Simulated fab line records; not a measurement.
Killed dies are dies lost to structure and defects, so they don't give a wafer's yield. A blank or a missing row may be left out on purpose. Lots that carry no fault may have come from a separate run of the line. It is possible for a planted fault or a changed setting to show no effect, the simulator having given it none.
Which tool is to blame?	flow rit_cmos	14 lots (42 wafers sampled), 1 step of a 202-step route

WHAT THE GAUGES SHOWED, per wafer
The record holds no reading of a measuring or inspecting step that can be judged against a usual standard deviation.

WHICH TOOL RAN EACH LOT (tool, then ch and the chambers of the sampled wafers, then the start)
lot	RIT_NWELL_IMPLANT_08
L306	implanter-03 ch 0, day 1 20:59
L308	implanter-01 ch 0, day 2 06:28
L311	implanter-03 ch 0, day 2 23:58
L312	implanter-01 ch 0, day 3 04:38
L313	implanter-02 ch 0, day 3 09:24
L314	implanter-01 ch 0, day 3 12:48
L315	implanter-03 ch 0, day 3 19:56
L317	implanter-01 ch 0, day 4 05:37
L319	implanter-03 ch 0, day 4 16:22
L320	implanter-01 ch 0, day 4 20:09
L324	implanter-03 ch 0, day 5 15:14
L326	implanter-01 ch 0, day 6 01:19
L328	implanter-02 ch 0, day 6 11:45
L329	implanter-01 ch 0, day 6 15:42
- RIT_NWELL_IMPLANT_08

AS READ BY THE TOOLS THEMSELVES (means over the sampled wafers that have a number; for cases with no such wafer, the mark the record gives instead)
RIT_NWELL_IMPLANT_08.
lot	tool	tilt_deg (degrees)
L306	implanter-03	6.987
L308	implanter-01	7.017
L311	implanter-03	6.990
L312	implanter-01	6.992
L313	implanter-02	7.029
L314	implanter-01	6.980
L315	implanter-03	6.995
L317	implanter-01	7.010
L319	implanter-03	5.952
L320	implanter-01	6.992
L324	implanter-03	5.968
L326	implanter-01	6.999
L328	implanter-02	7.016
L329	implanter-01	7.000

THE ANSWER, worked out from the rows above alone
Rule: what is usual is taken from the lots themselves. The widest of any qualifying gaps counts: lots, ordered by their means at a reading, are off when they make up no more than a third of the lots, leave a main group of 4 or more, and stand apart from it by 3 or more times the standard deviation of that group's means. The tables above print the reading to a certain number of digits; a main group whose means all agree to those digits is not used. A lot without any number at a reading at which 4 lots or more have one is off too. Any other lot the step has rows for is counted as sound. The gauges are gone through in route order, then the tools' own readings, and for those a lot's mean is taken as printed above. The first step at which some lot is off is used, and at that step the reading that is off furthest; a lot without a number counts as furthest.
Off, at RIT_NWELL_IMPLANT_08 on tilt_deg: L319, L324. The main group: mean 7.001 degrees, standard deviation 0.014.
A tool fits if, at that step or a process step before it, it ran every lot that is off, and no sound lot after the first of them. One candidate fits, namely implanter-03 at RIT_NWELL_IMPLANT_08. A fault onset in the window from L315 (day 3 19:56, its last sound lot) to L319 (day 4 16:22, its first lot off) fits.
The tool's own readings at RIT_NWELL_IMPLANT_08 bear it out: on the lots that are off they differ by more than 5 times the standard deviation of the sound lots' means. tilt_deg reads 5.960 degrees there against 7.001 degrees on the sound lots.

WHAT WAS PUT IN BY THE SIMULATOR
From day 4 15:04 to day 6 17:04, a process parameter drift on implanter-03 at RIT_NWELL_IMPLANT_08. Setting tilt_deg shifted by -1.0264 from 7. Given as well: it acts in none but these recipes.
Lots struck among those shown: L319, L324. This agrees with what the rule above found.
